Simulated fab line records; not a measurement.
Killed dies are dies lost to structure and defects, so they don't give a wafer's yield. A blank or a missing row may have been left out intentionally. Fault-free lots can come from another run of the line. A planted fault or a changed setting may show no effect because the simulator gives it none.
2 desks looking at one fault -- flow rit-cmos -- each desk has only its own numbers; what lay behind them comes last

## FOR THE TOOL OWNER'S DESK: implanter-03
The tool's own readings at RIT_PRETRO_IMPLANT_08, given as means over the sampled wafers that have a number, one for each lot that went through this tool. The brackets show how far a lot's mean lies from the usual mean; more than 4 standard deviations puts the lot out of limits, marked OUT.
Columns: A = dose-ions-cm2 at RIT_PRETRO_IMPLANT_08, usual 1.2002e+13; B = faraday-current-uA at RIT_PRETRO_IMPLANT_08, usual 38.1
lot,first seen here,A,B
L910,day 2 22:46,1.1998e+13,38.7
L911,day 3 05:08,1.2011e+13,38.3
L921,day 5 00:22,1.5687e+13 (+99 or more) OUT,49.3 (+14) OUT
L922,day 5 06:14,1.5705e+13 (+99 or more) OUT,49.4 (+14) OUT
This desk's finding: out of limits on L921, L922; first on L921, day 5 00:22 (dose-ions-cm2 at RIT_PRETRO_IMPLANT_08). Within limits: L910, L911.

## AT THE METROLOGY DESK
What the gauges read for every lot (on any tool): the sampled wafers with a number, averaged. The brackets show how far a lot's mean lies from the usual mean; more than 4 standard deviations puts the lot out of limits, marked OUT.
Columns: A = INCOMING_BOW at RIT_ACTIVE_BOW_MEAS_00, usual 1 um; B = PRETRO_TW at RIT_PRETRO_TW_MEAS_10, usual 475
lot,first seen here,A,B
L908,day 1 10:02,0,480
L909,day 1 15:00,0,469
L910,day 1 20:01,-5,473
L911,day 2 01:00,8,477
L912,day 2 06:08,1,469
L913,day 2 11:01,-3,479
L914,day 2 16:02,-1,475
L916,day 3 02:00,2,469
L921,day 4 03:04,0,521 (+9.4) OUT
L922,day 4 08:01,2,510 (+7.1) OUT
L926,day 5 04:00,1,478
L927,day 5 09:00,-1,479
L928,day 5 14:01,-3,476
L930,day 6 00:00,-5,479
This desk's result: L921, L922 out of limits, first on L921 (PRETRO_TW at RIT_PRETRO_TW_MEAS_10), day 5 00:39. Within limits: L908, L909, L910, L911, L912, L913, L914, L916, L926, L927, L928, L930.

## ALL TOGETHER
The tool owner's desk had the chance to raise an alarm at day 5 00:22 on L921, L922.
Metrology desk: alarm possible at day 5 00:39 on L921, L922.
The lots listed all ran RIT_PRETRO_IMPLANT_08 on implanter-03.

## WHAT HAD BEEN PUT IN BY THE SIMULATOR
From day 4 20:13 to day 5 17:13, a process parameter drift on implanter-03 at RIT_PRETRO_IMPLANT_08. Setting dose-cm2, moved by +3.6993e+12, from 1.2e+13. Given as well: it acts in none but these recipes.
Shown lots that were struck: L921, L922.
Time in hours from fault onset to the first out-of-limits reading at each desk: tool owner's desk 4, metrology desk 4.
